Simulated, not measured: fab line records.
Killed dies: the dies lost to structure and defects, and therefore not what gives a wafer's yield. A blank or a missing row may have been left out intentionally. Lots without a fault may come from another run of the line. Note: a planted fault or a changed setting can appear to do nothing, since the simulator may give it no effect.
Which of the tools did it? :: flow berkeley-cmos170 :: Sampling: 14 lots, 42 wafers, 6 of 331 route steps

WHAT EACH GAUGE READ, for each wafer
UCB170_SILICIDE_THK_MEAS_03: measures by xrf. Usual: SILICIDE_TI_THK typically reads 29.8 nm, with standard deviation 0.4.
lot: L643
measured: day 7 00:25
on: film-metro-01
SILICIDE_TI_THK (nm): 28.9 29.4 29.5
flag: 

lot: L644
measured: day 7 12:05
on: film-metro-04
SILICIDE_TI_THK (nm): 30.1 30.1 29.7
flag: 

lot: L645
measured: day 7 12:20
on: film-metro-03
SILICIDE_TI_THK (nm): 29.1 29.8 29.3
flag: 

lot: L647
measured: day 7 17:46
on: film-metro-04
SILICIDE_TI_THK (nm): 29.4 30.0 29.8
flag: 

lot: L646
measured: day 7 18:40
on: film-metro-03
SILICIDE_TI_THK (nm): 30.1 29.9 30.0
flag: 

lot: L649
measured: day 8 03:39
on: film-metro-03
SILICIDE_TI_THK (nm): 29.8 29.9 29.8
flag: 

lot: L651
measured: day 8 04:34
on: film-metro-03
SILICIDE_TI_THK (nm): 29.9 30.0 30.1
flag: 

lot: L652
measured: day 8 20:13
on: film-metro-03
SILICIDE_TI_THK (nm): 29.3 29.2 29.7
flag: 

lot: L656
measured: day 9 16:32
on: film-metro-04
SILICIDE_TI_THK (nm): 29.3 30.0 29.7
flag: 

lot: L655
measured: day 9 16:44
on: film-metro-03
SILICIDE_TI_THK (nm): 29.8 29.7 29.7
flag: 

lot: L661
measured: day 10 23:56
on: film-metro-03
SILICIDE_TI_THK (nm): 29.8 30.3 30.2
flag: 

lot: L662
measured: day 11 12:50
on: film-metro-04
SILICIDE_TI_THK (nm): 30.7 30.5 30.4
flag: 

lot: L664
measured: day 11 15:05
on: film-metro-04
SILICIDE_TI_THK (nm): 30.2 29.8 29.6
flag: 

lot: L665
measured: day 11 21:51
on: film-metro-01
SILICIDE_TI_THK (nm): 29.7 30.0 29.9
flag: 

UCB170_M1_CD_MEAS_90: target cd 700 nm. Usual: cd-nm reads 701.0 nm (standard deviation 2.5).
lot: L643
measured: day 7 10:09
on: cd-sem-01
cd-nm (nm): 698.5 695.0 698.3
flag: 

lot: L644
measured: day 7 19:34
on: cd-sem-02
cd-nm (nm): 698.7 707.8 701.3
flag: 

lot: L645
measured: day 7 19:18
on: cd-sem-01
cd-nm (nm): 700.4 699.9 701.4
flag: 

lot: L647
measured: day 8 02:14
on: cd-sem-01
cd-nm (nm): 700.9 698.6 699.8
flag: 

lot: L646
measured: day 8 04:38
on: cd-sem-02
cd-nm (nm): 702.5 701.2 699.1
flag: 

lot: L649
measured: day 8 09:59
on: cd-sem-01
cd-nm (nm): 700.8 701.2 702.2
flag: 

lot: L651
measured: day 8 11:50
on: cd-sem-02
cd-nm (nm): 700.9 698.4 699.6
flag: 

lot: L652
measured: day 9 03:25
on: cd-sem-02
cd-nm (nm): 700.8 700.3 697.4
flag: 

lot: L656
measured: day 9 23:01
on: cd-sem-01
cd-nm (nm): 688.9 685.7 686.4
flag: OFF

lot: L655
measured: day 9 23:37
on: cd-sem-02
cd-nm (nm): 680.5 682.2 683.1
flag: OFF

lot: L661
measured: day 11 10:04
on: cd-sem-02
cd-nm (nm): 706.6 702.2 702.0
flag: 

lot: L662
measured: day 11 20:43
on: cd-sem-01
cd-nm (nm): 699.6 702.1 700.1
flag: 

lot: L664
measured: day 11 23:59
on: cd-sem-02
cd-nm (nm): 700.2 698.7 700.3
flag: 

lot: L665
measured: day 12 09:18
on: cd-sem-01
cd-nm (nm): 704.3 702.9 701.7
flag: 

WHICH TOOL RAN EACH LOT (tool, then ch and the chambers of the sampled wafers, then the start)
lot: L643
UCB170_CONTACT_RTA_08: rtp-anneal-01 ch 0, day 7 04:29
UCB170_CONTACT_STRIP_19: plasma-asher-03 ch 1, day 7 06:21
UCB170_M1_METAL_ETCH_12: rie-metal-02 ch 0, day 7 09:54
UCB170_M1_STRIP_13: plasma-asher-04 ch 0,1, day 7 10:02

lot: L644
UCB170_CONTACT_RTA_08: rtp-anneal-01 ch 0, day 7 16:07
UCB170_CONTACT_STRIP_19: plasma-asher-04 ch 0,1, day 7 17:28
UCB170_M1_METAL_ETCH_12: rie-metal-01 ch 0,1, day 7 19:16
UCB170_M1_STRIP_13: plasma-asher-01 ch 0,1, day 7 19:26

lot: L645
UCB170_CONTACT_RTA_08: rtp-anneal-02 ch 0, day 7 15:14
UCB170_CONTACT_STRIP_19: plasma-asher-04 ch 0,1, day 7 17:01
UCB170_M1_METAL_ETCH_12: rie-metal-03 ch 0,1, day 7 19:04
UCB170_M1_STRIP_13: plasma-asher-04 ch 0,1, day 7 19:11

lot: L647
UCB170_CONTACT_RTA_08: rtp-anneal-02 ch 0, day 7 21:39
UCB170_CONTACT_STRIP_19: plasma-asher-03 ch 0,1, day 7 23:26
UCB170_M1_METAL_ETCH_12: rie-metal-03 ch 0, day 8 01:52
UCB170_M1_STRIP_13: plasma-asher-04 ch 0,1, day 8 02:08

lot: L646
UCB170_CONTACT_RTA_08: rtp-anneal-02 ch 0, day 8 00:10
UCB170_CONTACT_STRIP_19: plasma-asher-01 ch 1, day 8 02:06
UCB170_M1_METAL_ETCH_12: rie-metal-02 ch 0,1, day 8 04:23
UCB170_M1_STRIP_13: plasma-asher-02 ch 0,1, day 8 04:31

lot: L649
UCB170_CONTACT_RTA_08: rtp-anneal-01 ch 0, day 8 06:36
UCB170_CONTACT_STRIP_19: plasma-asher-03 ch 0,1, day 8 07:54
UCB170_M1_METAL_ETCH_12: rie-metal-03 ch 0,1, day 8 09:45
UCB170_M1_STRIP_13: plasma-asher-02 ch 0,1, day 8 09:52

lot: L651
UCB170_CONTACT_RTA_08: rtp-anneal-01 ch 0, day 8 08:23
UCB170_CONTACT_STRIP_19: plasma-asher-04 ch 0,1, day 8 09:43
UCB170_M1_METAL_ETCH_12: rie-metal-01 ch 0,1, day 8 11:35
UCB170_M1_STRIP_13: plasma-asher-01 ch 0,1, day 8 11:44

lot: L652
UCB170_CONTACT_RTA_08: rtp-anneal-02 ch 0, day 8 23:23
UCB170_CONTACT_STRIP_19: plasma-asher-04 ch 0, day 9 00:47
UCB170_M1_METAL_ETCH_12: rie-metal-03 ch 0,1, day 9 03:10
UCB170_M1_STRIP_13: plasma-asher-04 ch 0,1, day 9 03:19

lot: L656
UCB170_CONTACT_RTA_08: rtp-anneal-02 ch 0, day 9 19:31
UCB170_CONTACT_STRIP_19: plasma-asher-04 ch 1, day 9 20:53
UCB170_M1_METAL_ETCH_12: rie-metal-03 ch 0,1, day 9 22:47
UCB170_M1_STRIP_13: plasma-asher-01 ch 0, day 9 22:55

lot: L655
UCB170_CONTACT_RTA_08: rtp-anneal-02 ch 0, day 9 19:45
UCB170_CONTACT_STRIP_19: plasma-asher-04 ch 0,1, day 9 21:19
UCB170_M1_METAL_ETCH_12: rie-metal-03 ch 0,1, day 9 23:23
UCB170_M1_STRIP_13: plasma-asher-04 ch 0,1, day 9 23:30

lot: L661
UCB170_CONTACT_RTA_08: rtp-anneal-02 ch 0, day 11 05:34
UCB170_CONTACT_STRIP_19: plasma-asher-04 ch 0,1, day 11 07:45
UCB170_M1_METAL_ETCH_12: rie-metal-01 ch 0,1, day 11 09:32
UCB170_M1_STRIP_13: plasma-asher-04 ch 1, day 11 09:40

lot: L662
UCB170_CONTACT_RTA_08: rtp-anneal-02 ch 0, day 11 16:47
UCB170_CONTACT_STRIP_19: plasma-asher-04 ch 0,1, day 11 18:08
UCB170_M1_METAL_ETCH_12: rie-metal-02 ch 0,1, day 11 20:29
UCB170_M1_STRIP_13: plasma-asher-04 ch 0,1, day 11 20:37

lot: L664
UCB170_CONTACT_RTA_08: rtp-anneal-01 ch 0, day 11 19:17
UCB170_CONTACT_STRIP_19: plasma-asher-03 ch 0,1, day 11 21:17
UCB170_M1_METAL_ETCH_12: rie-metal-01 ch 0,1, day 11 23:44
UCB170_M1_STRIP_13: plasma-asher-04 ch 0,1, day 11 23:52

lot: L665
UCB170_CONTACT_RTA_08: rtp-anneal-02 ch 0, day 12 03:48
UCB170_CONTACT_STRIP_19: plasma-asher-03 ch 0,1, day 12 06:31
UCB170_M1_METAL_ETCH_12: rie-metal-01 ch 0,1, day 12 09:04
UCB170_M1_STRIP_13: plasma-asher-02 ch 0,1, day 12 09:11
- UCB170_CONTACT_RTA_08: time 10 s.
- UCB170_CONTACT_STRIP_19: strips in O2.
- UCB170_M1_METAL_ETCH_12: etches Al in Cl2/BCl3, stops on PSG, target depth 780 nm, time 130 s.
- UCB170_M1_STRIP_13: strips in O2.

WHAT THE TOOLS THEMSELVES READ (means of the sampled wafers that have a number; where no wafer has one, the mark that the record gives instead)
UCB170_CONTACT_RTA_08. Usual: lamp-power-pct 22.8 %, standard deviation 2.8; wafer_temp_C_max 904.5, standard deviation 2.1.
lot: L643
tool: rtp-anneal-01
lamp-power-pct (%): 25.6
wafer_temp_C_max: 906.5
flag: 

lot: L644
tool: rtp-anneal-01
lamp-power-pct (%): 25.6
wafer_temp_C_max: 907.2
flag: 

lot: L645
tool: rtp-anneal-02
lamp-power-pct (%): 20.0
wafer_temp_C_max: 902.2
flag: 

lot: L647
tool: rtp-anneal-02
lamp-power-pct (%): 20.0
wafer_temp_C_max: 902.5
flag: 

lot: L646
tool: rtp-anneal-02
lamp-power-pct (%): 20.0
wafer_temp_C_max: 903.0
flag: 

lot: L649
tool: rtp-anneal-01
lamp-power-pct (%): 25.6
wafer_temp_C_max: 905.0
flag: 

lot: L651
tool: rtp-anneal-01
lamp-power-pct (%): 25.7
wafer_temp_C_max: 905.6
flag: 

lot: L652
tool: rtp-anneal-02
lamp-power-pct (%): 20.0
wafer_temp_C_max: 902.7
flag: 

lot: L656
tool: rtp-anneal-02
lamp-power-pct (%): 20.0
wafer_temp_C_max: 903.7
flag: 

lot: L655
tool: rtp-anneal-02
lamp-power-pct (%): 20.0
wafer_temp_C_max: 902.3
flag: 

lot: L661
tool: rtp-anneal-02
lamp-power-pct (%): 20.0
wafer_temp_C_max: 902.3
flag: 

lot: L662
tool: rtp-anneal-02
lamp-power-pct (%): 20.0
wafer_temp_C_max: 902.6
flag: 

lot: L664
tool: rtp-anneal-01
lamp-power-pct (%): 25.7
wafer_temp_C_max: 907.5
flag: 

lot: L665
tool: rtp-anneal-02
lamp-power-pct (%): 20.0
wafer_temp_C_max: 902.1
flag: 

UCB170_CONTACT_STRIP_19. Usual: drypump-motor-current-A 5.6 A, standard deviation 0.44; o2-flow-sccm 400.1 sccm, standard deviation 1.1; oes-product-au 0.726 a.u., standard deviation 0.0048.
lot: L643
tool: plasma-asher-03
drypump-motor-current-A (A): 6.2
o2-flow-sccm (sccm): 401.9
oes-product-au (a.u.): 0.727
flag: 

lot: L644
tool: plasma-asher-04
drypump-motor-current-A (A): 5.5
o2-flow-sccm (sccm): 399.1
oes-product-au (a.u.): 0.724
flag: 

lot: L645
tool: plasma-asher-04
drypump-motor-current-A (A): 5.5
o2-flow-sccm (sccm): 400.2
oes-product-au (a.u.): 0.721
flag: 

lot: L647
tool: plasma-asher-03
drypump-motor-current-A (A): 5.8
o2-flow-sccm (sccm): 401.4
oes-product-au (a.u.): 0.728
flag: 

lot: L646
tool: plasma-asher-01
drypump-motor-current-A (A): 6.1
o2-flow-sccm (sccm): 400.1
oes-product-au (a.u.): 0.729
flag: 

lot: L649
tool: plasma-asher-03
drypump-motor-current-A (A): 5.8
o2-flow-sccm (sccm): 400.4
oes-product-au (a.u.): 0.722
flag: 

lot: L651
tool: plasma-asher-04
drypump-motor-current-A (A): 5.4
o2-flow-sccm (sccm): 400.3
oes-product-au (a.u.): 0.727
flag: 

lot: L652
tool: plasma-asher-04
drypump-motor-current-A (A): 5.5
o2-flow-sccm (sccm): 399.6
oes-product-au (a.u.): 0.728
flag: 

lot: L656
tool: plasma-asher-04
drypump-motor-current-A (A): 5.3
o2-flow-sccm (sccm): 400.5
oes-product-au (a.u.): 0.726
flag: 

lot: L655
tool: plasma-asher-04
drypump-motor-current-A (A): 5.4
o2-flow-sccm (sccm): 399.7
oes-product-au (a.u.): 0.725
flag: 

lot: L661
tool: plasma-asher-04
drypump-motor-current-A (A): 5.5
o2-flow-sccm (sccm): 401.0
oes-product-au (a.u.): 0.724
flag: 

lot: L662
tool: plasma-asher-04
drypump-motor-current-A (A): 5.5
o2-flow-sccm (sccm): 399.3
oes-product-au (a.u.): 0.729
flag: 

lot: L664
tool: plasma-asher-03
drypump-motor-current-A (A): 5.8
o2-flow-sccm (sccm): 400.0
oes-product-au (a.u.): 0.724
flag: 

lot: L665
tool: plasma-asher-03
drypump-motor-current-A (A): 5.8
o2-flow-sccm (sccm): 400.6
oes-product-au (a.u.): 0.723
flag: 

UCB170_M1_METAL_ETCH_12. Usual: drypump-motor-current-A 5.7 A, standard deviation 0.33; mfc-cl2-sccm 89.97 sccm, standard deviation 0.27; oes-product-au 0.846 a.u., standard deviation 0.0099; run-length-s 158.6 s, standard deviation 0.97; throttle-valve-pct 24.39 %, standard deviation 0.23.
lot: L643
tool: rie-metal-02
drypump-motor-current-A (A): 5.5
mfc-cl2-sccm (sccm): 89.81
oes-product-au (a.u.): 0.833
run-length-s (s): 158.0
throttle-valve-pct (%): 24.02
flag: 

lot: L644
tool: rie-metal-01
drypump-motor-current-A (A): 5.8
mfc-cl2-sccm (sccm): 89.85
oes-product-au (a.u.): 0.843
run-length-s (s): 161.5
throttle-valve-pct (%): 24.41
flag: 

lot: L645
tool: rie-metal-03
drypump-motor-current-A (A): 5.5
mfc-cl2-sccm (sccm): 89.96
oes-product-au (a.u.): 0.847
run-length-s (s): 158.2
throttle-valve-pct (%): 24.41
flag: 

lot: L647
tool: rie-metal-03
drypump-motor-current-A (A): 5.3
mfc-cl2-sccm (sccm): 89.71
oes-product-au (a.u.): 0.849
run-length-s (s): 158.6
throttle-valve-pct (%): 24.29
flag: 

lot: L646
tool: rie-metal-02
drypump-motor-current-A (A): 6.1
mfc-cl2-sccm (sccm): 89.98
oes-product-au (a.u.): 0.836
run-length-s (s): 158.1
throttle-valve-pct (%): 24.48
flag: 

lot: L649
tool: rie-metal-03
drypump-motor-current-A (A): 5.4
mfc-cl2-sccm (sccm): 90.11
oes-product-au (a.u.): 0.836
run-length-s (s): 158.2
throttle-valve-pct (%): 24.35
flag: 

lot: L651
tool: rie-metal-01
drypump-motor-current-A (A): 5.8
mfc-cl2-sccm (sccm): 90.03
oes-product-au (a.u.): 0.838
run-length-s (s): 158.7
throttle-valve-pct (%): 24.40
flag: 

lot: L652
tool: rie-metal-03
drypump-motor-current-A (A): 5.5
mfc-cl2-sccm (sccm): 90.12
oes-product-au (a.u.): 0.851
run-length-s (s): 158.4
throttle-valve-pct (%): 24.35
flag: 

lot: L656
tool: rie-metal-03
drypump-motor-current-A (A): 5.6
mfc-cl2-sccm (sccm): 90.03
oes-product-au (a.u.): 0.700
run-length-s (s): 216.2
throttle-valve-pct (%): 24.48
flag: OFF

lot: L655
tool: rie-metal-03
drypump-motor-current-A (A): 5.5
mfc-cl2-sccm (sccm): 89.99
oes-product-au (a.u.): 0.696
run-length-s (s): 216.3
throttle-valve-pct (%): 24.48
flag: OFF

lot: L661
tool: rie-metal-01
drypump-motor-current-A (A): 5.8
mfc-cl2-sccm (sccm): 89.90
oes-product-au (a.u.): 0.853
run-length-s (s): 158.7
throttle-valve-pct (%): 24.42
flag: 

lot: L662
tool: rie-metal-02
drypump-motor-current-A (A): 5.7
mfc-cl2-sccm (sccm): 90.21
oes-product-au (a.u.): 0.844
run-length-s (s): 157.8
throttle-valve-pct (%): 24.26
flag: 

lot: L664
tool: rie-metal-01
drypump-motor-current-A (A): 5.6
mfc-cl2-sccm (sccm): 89.76
oes-product-au (a.u.): 0.857
run-length-s (s): 158.8
throttle-valve-pct (%): 24.55
flag: 

lot: L665
tool: rie-metal-01
drypump-motor-current-A (A): 5.8
mfc-cl2-sccm (sccm): 90.11
oes-product-au (a.u.): 0.857
run-length-s (s): 158.4
throttle-valve-pct (%): 24.40
flag: 

UCB170_M1_STRIP_13. Usual: drypump-motor-current-A 5.5 A, standard deviation 0.36; o2-flow-sccm 400.0 sccm, standard deviation 1.2; oes-product-au 0.720 a.u., standard deviation 0.0045.
lot: L643
tool: plasma-asher-04
drypump-motor-current-A (A): 5.4
o2-flow-sccm (sccm): 400.0
oes-product-au (a.u.): 0.726
flag: 

lot: L644
tool: plasma-asher-01
drypump-motor-current-A (A): 6.1
o2-flow-sccm (sccm): 400.2
oes-product-au (a.u.): 0.723
flag: 

lot: L645
tool: plasma-asher-04
drypump-motor-current-A (A): 5.4
o2-flow-sccm (sccm): 400.2
oes-product-au (a.u.): 0.720
flag: 

lot: L647
tool: plasma-asher-04
drypump-motor-current-A (A): 5.4
o2-flow-sccm (sccm): 402.0
oes-product-au (a.u.): 0.723
flag: 

lot: L646
tool: plasma-asher-02
drypump-motor-current-A (A): 5.2
o2-flow-sccm (sccm): 401.2
oes-product-au (a.u.): 0.718
flag: 

lot: L649
tool: plasma-asher-02
drypump-motor-current-A (A): 5.2
o2-flow-sccm (sccm): 400.1
oes-product-au (a.u.): 0.718
flag: 

lot: L651
tool: plasma-asher-01
drypump-motor-current-A (A): 6.1
o2-flow-sccm (sccm): 398.1
oes-product-au (a.u.): 0.722
flag: 

lot: L652
tool: plasma-asher-04
drypump-motor-current-A (A): 5.4
o2-flow-sccm (sccm): 400.5
oes-product-au (a.u.): 0.721
flag: 

lot: L656
tool: plasma-asher-01
drypump-motor-current-A (A): 6.1
o2-flow-sccm (sccm): 399.8
oes-product-au (a.u.): 0.571
flag: OFF

lot: L655
tool: plasma-asher-04
drypump-motor-current-A (A): 5.5
o2-flow-sccm (sccm): 400.1
oes-product-au (a.u.): 0.561
flag: OFF

lot: L661
tool: plasma-asher-04
drypump-motor-current-A (A): 5.3
o2-flow-sccm (sccm): 400.4
oes-product-au (a.u.): 0.723
flag: 

lot: L662
tool: plasma-asher-04
drypump-motor-current-A (A): 5.4
o2-flow-sccm (sccm): 399.2
oes-product-au (a.u.): 0.719
flag: 

lot: L664
tool: plasma-asher-04
drypump-motor-current-A (A): 5.4
o2-flow-sccm (sccm): 398.5
oes-product-au (a.u.): 0.720
flag: 

lot: L665
tool: plasma-asher-02
drypump-motor-current-A (A): 5.2
o2-flow-sccm (sccm): 400.1
oes-product-au (a.u.): 0.723
flag: 

THE ANSWER, worked out from the rows above alone
Rule: lot off if the mean of its wafers having a number is beyond 3 standard deviations from the usual mean. Also off: a lot with no number at a reading for which 4 or more lots have one. All remaining lots with rows at the step are treated as sound. First the gauges in route order, then the tools' own readings, where a lot's mean is used as printed above. At the first step where some lot is off, the reading lying furthest off is the one used; lots without a number count as furthest.
Off: L656, L655 (UCB170_M1_CD_MEAS_90, cd-nm).
If a tool, at a process step before that reading, ran all the lots that are off and no sound lot after the first of them, it fits. The gauges at UCB170_M1_CD_MEAS_90 aren't tried: what is off there is off at UCB170_M1_METAL_ETCH_12 too, on other tools, and a gauge's error can't cause that. One fits: rie-metal-03 at UCB170_M1_METAL_ETCH_12. A fault onset in the window from L652 (day 9 03:10, its last sound lot) to L656 (day 9 22:47, its first lot off) fits.
The tool's own readings at UCB170_M1_METAL_ETCH_12 bear it out: on the lots that are off they differ by more than 5 times the standard deviation of the sound lots' means. oes-product-au reads 0.698 a.u. there against 0.845 a.u. on the sound lots; run-length-s reads 216.2 s there against 158.6 s on the sound lots.

WHAT THE SIMULATOR PUT IN
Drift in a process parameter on rie-metal-03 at UCB170_M1_METAL_ETCH_12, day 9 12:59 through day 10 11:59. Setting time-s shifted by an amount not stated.
Struck lots among those shown: L656, L655. Same finding as the rule above.
